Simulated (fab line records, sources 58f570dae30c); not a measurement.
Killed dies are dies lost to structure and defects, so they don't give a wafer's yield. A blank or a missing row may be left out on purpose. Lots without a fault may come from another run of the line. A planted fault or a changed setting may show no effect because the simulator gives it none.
One fault seen from 2 desks | flow berkeley_cmos170 | each desk has only its own numbers; what lay behind them comes last

THE METROLOGY DESK
What the gauges read, lot by lot, whatever tool the lot ran on: means of the sampled wafers that have a number. A lot is out of limits, marked OUT, if its mean lies more than 4 standard deviations from the usual mean; the brackets give that distance.
Columns: A = PSD_OVL at UCB170_PSD_OVL_MEAS_07, usual -2 nm; B = NSD_TW at UCB170_NSD_TW_MEAS_10, usual 4140
lot  | first seen here | A  | B
L676 | day 7 05:12     | 1  | 4164
L677 | day 8 07:43     | 2  | 4142
L680 | day 9 00:11     | -4 | 4144
L684 | day 9 06:20     | -3 | 4132
L683 | day 9 06:26     | -2 | 4138
L682 | day 9 06:35     | -3 | 4122
L687 | day 9 22:07     | -6 | 4140
L693 | day 11 04:31    | -4 | 30 (-99 or more) OUT
L692 | day 11 04:45    | 2  | 4169
L694 | day 11 22:09    | -8 | 4140
L697 | day 11 22:26    | -4 | 4144
L699 | day 12 19:01    | -2 | 4131
L698 | day 13 23:08    | -3 | 4139
This desk's finding: out of limits on L693; first on L693, day 11 10:28 (NSD_TW at UCB170_NSD_TW_MEAS_10). In limits: L676, L677, L680, L684, L683, L682, L687, L692, L694, L697, L699, L698.

THE TOOL OWNER'S DESK: plasma_asher-02
The tool's own readings at UCB170_PSD_STRIP_09 (strips in O2): means of the sampled wafers that have a number, for each lot that ran on this tool. A lot is out of limits, marked OUT, if its mean lies more than 4 standard deviations from the usual mean; the brackets give that distance.
Columns: A = drypump_motor_current_A at UCB170_PSD_STRIP_09, usual 5.62 A; B = oes_product_au at UCB170_PSD_STRIP_09, usual 0.600 a.u.; C = strip_time_to_endpoint_s at UCB170_PSD_STRIP_09, usual 29.41 s
lot  | first seen here | A    | B               | C
L676 | day 7 05:23     | 5.30 | 0.599           | 29.43
L677 | day 8 07:55     | 5.47 | 0.601           | 29.39
L683 | day 9 06:37     | 5.65 | 0.602           | 29.40
L693 | day 11 04:41    | 5.29 | 0.440 (-39) OUT | -
This desk's finding: out of limits on L693; first on L693, day 11 04:41 (oes_product_au at UCB170_PSD_STRIP_09). In limits: L676, L677, L683.

PUT TOGETHER
The tool owner's desk could have raised an alarm at day 11 04:41, on L693.
The metrology desk could have raised an alarm at day 11 10:28, on L693.
Of the lots named, all ran UCB170_PSD_STRIP_09 on plasma_asher-02.

WHAT THE SIMULATOR HAD PUT IN
Strip aborted: plasma_asher-02, from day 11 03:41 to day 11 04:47, at UCB170_PSD_STRIP_09. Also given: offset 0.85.
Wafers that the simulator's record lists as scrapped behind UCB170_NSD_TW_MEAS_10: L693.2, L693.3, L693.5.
Lots struck among those shown: L693.
Hours from the fault's start to each desk's first reading out of limits: the tool owner's desk, 1; the metrology desk, 7.
